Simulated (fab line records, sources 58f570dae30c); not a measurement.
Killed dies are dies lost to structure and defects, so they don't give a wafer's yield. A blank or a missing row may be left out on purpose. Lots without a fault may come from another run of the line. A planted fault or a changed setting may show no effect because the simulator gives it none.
Which tool did it? | flow berkeley_cmos170 | 15 lots, 45 wafers sampled, at 5 steps of a route of 331

WHAT THE GAUGES READ, wafer by wafer
UCB170_START_BOW_MEAS_00.
lot  | measured    | on            | INCOMING_BOW (um)
L921 | day 1 10:00 | film_metro-01 | -3 -9 8
L923 | day 1 20:00 | film_metro-03 | 2 7 0
L924 | day 2 01:00 | film_metro-01 | -6 -5 1
L925 | day 2 06:00 | film_metro-01 | 6 -4 0
L926 | day 2 11:00 | film_metro-01 | 3 -6 0
L927 | day 2 16:00 | film_metro-01 | 11 6 9
L928 | day 2 21:01 | film_metro-01 | 8 0 7
L929 | day 3 02:01 | film_metro-03 | -8 8 1
L930 | day 3 07:01 | film_metro-02 | 4 9 -4
L931 | day 3 12:04 | film_metro-02 | -3 3 -4
L932 | day 3 17:01 | film_metro-02 | -2 3 -4
L937 | day 4 18:00 | film_metro-02 | 6 -12 -13
L939 | day 5 04:00 | film_metro-01 | -1 -4 -14
L940 | day 5 09:01 | film_metro-03 | 1 2 6
L941 | day 5 14:00 | film_metro-01 | 4 -8 -6

UCB170_NWELL_THK_MEAS_05.
lot  | measured    | on            | NWELL_NITRIDE_THK (nm)
L921 | day 2 12:28 | film_metro-04 | 223.0 225.6 224.1
L923 | day 3 01:11 | film_metro-03 | 221.3 220.0 220.2
L924 | day 3 04:47 | film_metro-02 | 224.5 223.7 225.0
L925 | day 3 04:47 | film_metro-03 | 226.8 228.0 226.6
L926 | day 3 11:47 | film_metro-03 | 220.5 220.2 217.9
L927 | day 3 18:19 | film_metro-04 | 227.8 225.5 224.2
L928 | day 4 04:17 | film_metro-03 | 222.1 221.0 221.1
L929 | day 4 04:17 | film_metro-04 | 224.2 226.7 224.9
L930 | day 4 13:01 | film_metro-04 | 224.0 222.2 225.0
L931 | day 4 23:29 | film_metro-02 | 223.8 222.8 221.5
L932 | day 4 23:32 | film_metro-02 | 223.7 224.9 224.5
L937 | day 5 22:58 | film_metro-04 | 221.4 218.8 219.5
L939 | day 6 05:33 | film_metro-04 | 207.1 209.6 208.5
L940 | day 6 05:34 | film_metro-03 | 211.2 209.6 210.6
L941 | day 6 15:24 | film_metro-04 | 214.8 215.5 215.0

UCB170_PVT_OVL_MEAS_06.
lot  | measured     | on         | PVT_OVL (nm)
L921 | day 6 14:55  | overlay-01 | 2 2 3
L923 | day 7 14:18  | overlay-02 | -8 3 -6
L924 | day 7 14:34  | overlay-01 | 2 -1 -3
L925 | day 7 14:05  | overlay-01 | -1 0 2
L926 | day 7 15:07  | overlay-01 | -5 -1 -2
L927 | day 7 14:21  | overlay-01 | 6 -2 5
L928 | day 8 06:27  | overlay-01 | -8 -8 -3
L929 | day 8 06:10  | overlay-01 | -5 -6 2
L930 | day 8 05:52  | overlay-01 | 0 0 -8
L931 | day 9 03:34  | overlay-01 | -2 1 -2
L932 | day 9 03:55  | overlay-01 | 1 -1 5
L937 | day 9 18:14  | overlay-01 | -10 -12 -7
L939 | day 9 19:31  | overlay-01 | -7 -1 -2
L940 | day 9 18:58  | overlay-01 | 10 -1 4
L941 | day 10 10:43 | overlay-02 | -1 -4 -2

WHICH TOOL RAN EACH LOT (tool, then ch and the chambers of the sampled wafers, then the start)
lot  | UCB170_NWELL_CVD_04        | UCB170_NWELL_ETCH_13
L921 | lpcvd-02 ch 0, day 2 10:32 | rie_diel-01 ch 2,3, day 2 13:24
L923 | lpcvd-02 ch 0, day 2 22:17 | rie_diel-02 ch 0,1,3, day 3 02:08
L924 | lpcvd-01 ch 0, day 3 02:51 | rie_diel-01 ch 0,2, day 3 05:59
L925 | lpcvd-01 ch 0, day 3 02:51 | rie_diel-03 ch 2,3, day 3 06:08
L926 | lpcvd-02 ch 0, day 3 09:51 | rie_diel-02 ch 0,3, day 3 13:06
L927 | lpcvd-01 ch 1, day 3 16:23 | rie_diel-03 ch 0,2,3, day 3 19:22
L928 | lpcvd-02 ch 0, day 4 02:21 | rie_diel-01 ch 1,2,3, day 4 05:28
L929 | lpcvd-02 ch 1, day 4 02:21 | rie_diel-03 ch 0,3, day 4 05:21
L930 | lpcvd-01 ch 0, day 4 11:05 | rie_diel-01 ch 1,2,3, day 4 14:02
L931 | lpcvd-01 ch 1, day 4 20:34 | rie_diel-01 ch 0,1, day 5 00:31
L932 | lpcvd-01 ch 0, day 4 20:34 | rie_diel-01 ch 2,3, day 5 01:10
L937 | lpcvd-02 ch 1, day 5 21:02 | rie_diel-03 ch 0,1, day 6 00:22
L939 | lpcvd-02 ch 0, day 6 03:37 | rie_diel-03 ch 1,2,3, day 6 06:37
L940 | lpcvd-02 ch 0, day 6 03:37 | rie_diel-02 ch 0,1,2, day 6 06:53
L941 | lpcvd-02 ch 1, day 6 13:28 | rie_diel-03 ch 0,3, day 6 16:28
- UCB170_NWELL_CVD_04: deposits Si3N4 from SiH2Cl2/NH3, target thk 224 nm, time 3360 s.
- UCB170_NWELL_ETCH_13: etches Si3N4 in CH3F/Ar/O2, stops on SiO2, target depth 246.4 nm, time 154 s.

WHAT THE TOOLS THEMSELVES READ (means of the sampled wafers that have a number; where no wafer has one, the mark that the record gives instead)
UCB170_NWELL_CVD_04.
lot  | tool     | sih2cl2_flow_sccm (sccm) | spike_tc_centre_C (C) | spike_tc_source_C (C) | zone_power_source_pct (%)
L921 | lpcvd-02 | 25.02                    | 802.0                 | 826.6                 | 20.4
L923 | lpcvd-02 | 24.98                    | 803.5                 | 826.5                 | 20.5
L924 | lpcvd-01 | 25.01                    | 802.8                 | 823.4                 | 19.4
L925 | lpcvd-01 | 24.91                    | 803.3                 | 823.7                 | 19.4
L926 | lpcvd-02 | 24.94                    | 802.7                 | 825.8                 | 20.7
L927 | lpcvd-01 | 25.03                    | 803.6                 | 822.8                 | 18.1
L928 | lpcvd-02 | 24.98                    | 802.0                 | 827.0                 | 20.6
L929 | lpcvd-02 | 24.93                    | 802.1                 | 821.5                 | 18.7
L930 | lpcvd-01 | 24.92                    | 803.5                 | 822.9                 | 19.4
L931 | lpcvd-01 | 24.96                    | 803.4                 | 822.7                 | 18.2
L932 | lpcvd-01 | 24.96                    | 801.9                 | 823.2                 | 19.3
L937 | lpcvd-02 | 24.99                    | 802.4                 | 822.6                 | 18.7
L939 | lpcvd-02 | 20.03                    | 801.1                 | 825.3                 | 20.6
L940 | lpcvd-02 | 20.01                    | 800.6                 | 827.2                 | 20.5
L941 | lpcvd-02 | 19.98                    | 803.0                 | 821.5                 | 18.7

UCB170_NWELL_ETCH_13.
lot  | tool        | O2_flow_sccm (sccm) | drypump_motor_current_A (A) | oes_product_au (a.u.) | throttle_valve_pct (%)
L921 | rie_diel-01 | 7.010               | 5.5                         | 0.930                 | 8.11
L923 | rie_diel-02 | 7.004               | 5.7                         | 0.937                 | 8.08
L924 | rie_diel-01 | 6.979               | 5.6                         | 0.937                 | 8.20
L925 | rie_diel-03 | 7.004               | 5.3                         | 0.948                 | 8.27
L926 | rie_diel-02 | 6.987               | 5.4                         | 0.922                 | 8.10
L927 | rie_diel-03 | 7.035               | 5.5                         | 0.955                 | 8.18
L928 | rie_diel-01 | 6.992               | 5.5                         | 0.942                 | 8.11
L929 | rie_diel-03 | 6.979               | 6.0                         | 0.966                 | 8.17
L930 | rie_diel-01 | 6.986               | 5.4                         | 0.943                 | 8.10
L931 | rie_diel-01 | 7.025               | 5.5                         | 0.945                 | 8.07
L932 | rie_diel-01 | 6.990               | 5.5                         | 0.941                 | 8.23
L937 | rie_diel-03 | 7.005               | 5.7                         | 0.925                 | 8.16
L939 | rie_diel-03 | 7.006               | 5.6                         | 0.898                 | 8.24
L940 | rie_diel-02 | 6.991               | 5.6                         | 0.906                 | 8.03
L941 | rie_diel-03 | 6.985               | 5.8                         | 0.922                 | 8.10

THE ANSWER, worked out from the rows above alone
Rule: what is usual is taken from the lots themselves. Put in order of their means at a reading, lots are off if they are a third of the lots or fewer, leave a main group of 4 or more, and stand apart from it by a gap of 3 or more times the standard deviation of the main group's means; of several such gaps the widest counts. A main group whose means are all the same, to the digits that the tables above print for the reading, isn't used. A lot without any number at a reading at which 4 lots or more have one is off too. The other lots that the step has rows for count as sound. The gauges are gone through in route order, then the tools' own readings, and for those a lot's mean is taken as printed above. The first step at which some lot is off is used, and at that step the reading that is off furthest; a lot without a number counts as furthest.
Off: L939, L940, L941, at UCB170_NWELL_CVD_04 (sih2cl2_flow_sccm). The main group: mean 24.97 sccm, standard deviation 0.038.
A tool fits if, at that step or a process step before it, it ran every lot that is off, and no sound lot after the first of them. One fits: lpcvd-02 at UCB170_NWELL_CVD_04. Its last sound lot is L937 (day 5 21:02), its first lot that is off L939 (day 6 03:37): a fault that began between those two fits.
The tool's own readings at UCB170_NWELL_CVD_04 bear it out: on the lots that are off they differ by more than 5 times the standard deviation of the sound lots' means. sih2cl2_flow_sccm reads 20.01 sccm there against 24.97 sccm on the sound lots.

WHAT THE SIMULATOR HAD PUT IN
Process parameter drift: lpcvd-02, from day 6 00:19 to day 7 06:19, at UCB170_NWELL_CVD_04. Setting sih2cl2_flow_sccm, moved by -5, from 25. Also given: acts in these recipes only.
Lots struck among those shown: L939, L940, L941. The rule above found the same.
